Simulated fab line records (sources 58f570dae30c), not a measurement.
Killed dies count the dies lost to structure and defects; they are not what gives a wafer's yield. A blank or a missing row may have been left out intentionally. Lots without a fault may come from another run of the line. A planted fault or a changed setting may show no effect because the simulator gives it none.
Split-lot study	flow berkeley_cmos170	5 lots, 27 wafers read, on a route of 331 steps

SPLIT DETAILS
At UCB170_GATE_ETCH_15 (etches poly-Si in HBr/Cl2, stops on SiO2, time 56.3 s, target depth 278.2 nm), the setting target_depth_a was moved away from the recipe's 2782 angstrom on 6 of the 27 wafers read, by -28.6% to +48.3%. This setting was run at the recipe's value on the other wafers.

The split's own step is where the reading is taken.

THE READING
oes_product_au, in a.u., at UCB170_GATE_ETCH_15 (etches poly-Si in HBr/Cl2, stops on SiO2, time 56.3 s, target depth 278.2 nm). Typical for fault-free wafers on this fab line: 0.837 a.u., with standard deviation 0.013 a.u.

wafer	tool, chamber at the split	target_depth_a as run, angstrom	against the recipe	oes_product_au, a.u.	against lot-mates on the recipe
L074.1	rie_si-02, 2	2782	recipe	0.848	-
L074.2	rie_si-02, 3	2782	recipe	0.843	-
L074.3	rie_si-02, 0	2782	recipe	0.822	-
L074.4	rie_si-02, 1	2782	recipe	0.829	-
L074.5	rie_si-02, 3	2782	recipe	0.831	-
L074.6	rie_si-02, 2	2782	recipe	0.852	-
L077.1	rie_si-01, 1	2782	recipe	0.862	-
L077.2	rie_si-01, 2	2782	recipe	0.806	-
L077.3	rie_si-01, 3	2782	recipe	0.832	-
L080.1	rie_si-01, 3	2782	recipe	0.834	-
L080.2	rie_si-01, 1	2782	recipe	0.874	-
L080.3	rie_si-01, 0	2782	recipe	0.833	-
L080.4	rie_si-01, 1	2782	recipe	0.864	-
L080.5	rie_si-01, 3	2782	recipe	0.831	-
L080.6	rie_si-01, 0	2782	recipe	0.832	-
L081.1	rie_si-02, 1	4125	+48.3%	0.644	-0.203
L081.2	rie_si-02, 3	2782	recipe	0.845	-
L081.3	rie_si-02, 0	4125	+48.3%	0.640	-0.207
L081.4	rie_si-02, 2	2782	recipe	0.851	-
L081.5	rie_si-02, 3	2782	recipe	0.845	-
L081.6	rie_si-02, 0	4125	+48.3%	0.635	-0.212
L085.1	rie_si-02, 1	1986	-28.6%	0.991	+0.161
L085.2	rie_si-02, 3	1986	-28.6%	1.016	+0.186
L085.3	rie_si-02, 2	2782	recipe	0.841	-
L085.4	rie_si-02, 0	2782	recipe	0.828	-
L085.5	rie_si-02, 1	2782	recipe	0.821	-
L085.6	rie_si-02, 2	1986	-28.6%	1.014	+0.184

FIT RESULTS
A straight line over all 27 wafers: oes_product_au changes by -0.00462 a.u. for each +1% of target_depth_a; r = -0.98; the points scatter about the line by 0.02 a.u.
The same after taking each lot's own level away (the mean of its wafers on the recipe; 27 wafers): -0.00483 a.u. for each +1%; r = -0.98; scatter 0.02 a.u.
Per that fit: largest target_depth_a move, reading shift of 0.23 a.u.
The span of the lots' own levels, 0.8300 to 0.8470 a.u., comes to 1.3 times the standard deviation stated above.
Consequently the slope shifts little with the lot-to-lot level, the two slopes agreeing.
Check: for one of the wafers moved furthest among these (+48.3%), held out of the fit, the line's prediction against its lot-mates is -0.234 a.u. Against them it came out at -0.203 a.u.
Tool readings at the split's step, against how far the setting was moved: oes_product_au r = -0.98.

OTHER SPLITS ON THESE WAFERS
These wafers also went through other splits before the reading. Each is held against what the fit with the lots' levels taken away leaves over:
other split on the same wafers	wafers away from the commonest value	r with oes_product_au (lot level and that fit taken away)
UCB170_NWELL_OXIDATION_01 ox_time_s	18	+0.42
UCB170_PWELL_OXIDATION_02 ox_time_s	21	+0.18

THE WHOLE CHAIN: every reading that the file lists as answering this split, in the file's order
step	what it does	reading	change (the file's fit)	r (the file's)
UCB170_GATE_ETCH_15	etches poly-Si in HBr/Cl2, stops on SiO2, time 56.3 s, target depth 278.2 nm	oes_product_au	-0.00479 a.u. for each +1% of the setting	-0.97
UCB170_GATE_ETCH_15	etches poly-Si in HBr/Cl2, stops on SiO2, time 56.3 s, target depth 278.2 nm	KrF_of_GATE_COAT_07.thk_nm (the simulator's own value, which no gauge read)	-1.07 nm for each +1% of the setting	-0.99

FILE'S OWN FIT
oes_product_au changes by -0.00479 a.u. for each +1% of target_depth_a, r = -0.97.
